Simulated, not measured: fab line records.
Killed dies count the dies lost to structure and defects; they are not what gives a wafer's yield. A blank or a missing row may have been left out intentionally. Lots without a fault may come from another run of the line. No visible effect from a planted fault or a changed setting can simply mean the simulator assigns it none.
Commonality check across tools / flow rit cmos / Sampled: 15 lots, 45 wafers

WHAT PROMPTED THE OPENING
3 of 15 lots carry a flag on the reading PRETRO_TW at RIT_PRETRO_TW_MEAS_10. No-fault wafers: 470, standard deviation 4.1.
Rule: a lot gets a flag if all its wafers with a number sit over 4 standard deviations from that mean, or if no wafer of it has a number. All remaining lots are regarded as sound.

lot=L418; measured=day 2 07:56; on=film metro-04; PRETRO_TW, wafer by wafer=464 464 465; flag=
lot=L419; measured=day 2 12:58; on=film metro-02; PRETRO_TW, wafer by wafer=471 471 474; flag=
lot=L421; measured=day 2 22:24; on=film metro-04; PRETRO_TW, wafer by wafer=465 466 463; flag=
lot=L422; measured=day 3 04:14; on=film metro-04; PRETRO_TW, wafer by wafer=470 472 467; flag=
lot=L430; measured=day 5 00:20; on=film metro-04; PRETRO_TW, wafer by wafer=407 406 405; flag=FLAGGED
lot=L431; measured=day 5 03:16; on=film metro-02; PRETRO_TW, wafer by wafer=474 473 474; flag=
lot=L432; measured=day 5 06:36; on=film metro-03; PRETRO_TW, wafer by wafer=414 418 415; flag=FLAGGED
lot=L433; measured=day 5 12:08; on=film metro-04; PRETRO_TW, wafer by wafer=407 405 406; flag=FLAGGED
lot=L435; measured=day 5 20:26; on=film metro-04; PRETRO_TW, wafer by wafer=466 467 467; flag=
lot=L436; measured=day 6 01:58; on=film metro-04; PRETRO_TW, wafer by wafer=468 471 468; flag=
lot=L437; measured=day 6 06:43; on=film metro-02; PRETRO_TW, wafer by wafer=476 474 474; flag=
lot=L438; measured=day 6 11:44; on=film metro-02; PRETRO_TW, wafer by wafer=474 475 474; flag=
lot=L439; measured=day 6 16:17; on=film metro-03; PRETRO_TW, wafer by wafer=477 478 477; flag=
lot=L440; measured=day 6 22:16; on=film metro-02; PRETRO_TW, wafer by wafer=471 474 471; flag=
lot=L441; measured=day 7 02:37; on=film metro-03; PRETRO_TW, wafer by wafer=471 473 472; flag=
The mean of the flagged lots' numbers is 409, -61 from the usual (-15 standard deviations).

TOOL THAT RAN EACH LOT
The record keeps 1 process step preceding the reading, out of 202 steps on the route. Cell contents, in order: the tool; ch with the chambers the sampled wafers went through; the start.
lot=L418; flag=; RIT_PRETRO_IMPLANT_08=implanter-04 ch 0, day 2 07:37
lot=L419; flag=; RIT_PRETRO_IMPLANT_08=implanter-04 ch 0, day 2 12:38
lot=L421; flag=; RIT_PRETRO_IMPLANT_08=implanter-01 ch 0, day 2 22:05
lot=L422; flag=; RIT_PRETRO_IMPLANT_08=implanter-03 ch 0, day 3 03:55
lot=L430; flag=FLAGGED; RIT_PRETRO_IMPLANT_08=implanter-03 ch 0, day 5 00:01
lot=L431; flag=; RIT_PRETRO_IMPLANT_08=implanter-04 ch 0, day 5 02:57
lot=L432; flag=FLAGGED; RIT_PRETRO_IMPLANT_08=implanter-03 ch 0, day 5 06:17
lot=L433; flag=FLAGGED; RIT_PRETRO_IMPLANT_08=implanter-03 ch 0, day 5 11:48
lot=L435; flag=; RIT_PRETRO_IMPLANT_08=implanter-01 ch 0, day 5 20:08
lot=L436; flag=; RIT_PRETRO_IMPLANT_08=implanter-04 ch 0, day 6 01:39
lot=L437; flag=; RIT_PRETRO_IMPLANT_08=implanter-04 ch 0, day 6 06:26
lot=L438; flag=; RIT_PRETRO_IMPLANT_08=implanter-01 ch 0, day 6 11:25
lot=L439; flag=; RIT_PRETRO_IMPLANT_08=implanter-04 ch 0, day 6 15:59
lot=L440; flag=; RIT_PRETRO_IMPLANT_08=implanter-04 ch 0, day 6 21:58
lot=L441; flag=; RIT_PRETRO_IMPLANT_08=implanter-04 ch 0, day 7 02:17
These steps, and what they do:
- RIT_PRETRO_IMPLANT_08
- RIT_PRETRO_TW_MEAS_10

FLAGGED AGAINST TOTAL, ONE TOOL AT A TIME (gauges that did the reading follow at the end)
step=RIT_PRETRO_IMPLANT_08; tool=implanter-01; lots run=3; flagged=0; share of the flagged lots=none; sound lots run after its first flagged lot=-
step=RIT_PRETRO_IMPLANT_08; tool=implanter-03; lots run=4; flagged=3; share of the flagged lots=all; sound lots run after its first flagged lot=0
step=RIT_PRETRO_IMPLANT_08; tool=implanter-04; lots run=8; flagged=0; share of the flagged lots=none; sound lots run after its first flagged lot=-
step=RIT_PRETRO_TW_MEAS_10; tool=film metro-02; lots run=5; flagged=0; share of the flagged lots=none; sound lots run after its first flagged lot=-
step=RIT_PRETRO_TW_MEAS_10; tool=film metro-03; lots run=3; flagged=1; share of the flagged lots=some; sound lots run after its first flagged lot=2 (L439,L441)
step=RIT_PRETRO_TW_MEAS_10; tool=film metro-04; lots run=7; flagged=2; share of the flagged lots=some; sound lots run after its first flagged lot=2 (L435,L436)

THE TABLE: WHAT IT ALLOWS
1 row of the table ran every flagged lot: implanter-03 at RIT_PRETRO_IMPLANT_08.
- implanter-03 at RIT_PRETRO_IMPLANT_08 ran 4 lots, 3 of them flagged. Last sound lot L422 at day 3 03:55, first flagged lot L430 at day 5 00:01; a fault beginning in between fits. Its own readings lie more than 4 standard deviations out on every wafer of the flagged lots: dose ions cm2, faraday current uA.
implanter-03 at RIT_PRETRO_IMPLANT_08 is the single tool remaining.

WHAT THE SIMULATOR HAD PUT IN
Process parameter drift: implanter-03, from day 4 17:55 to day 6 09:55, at RIT_PRETRO_IMPLANT_08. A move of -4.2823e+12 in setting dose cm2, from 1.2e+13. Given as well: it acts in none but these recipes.
Struck lots among those shown: L430, L432, L433. The rule given above showed the same thing.
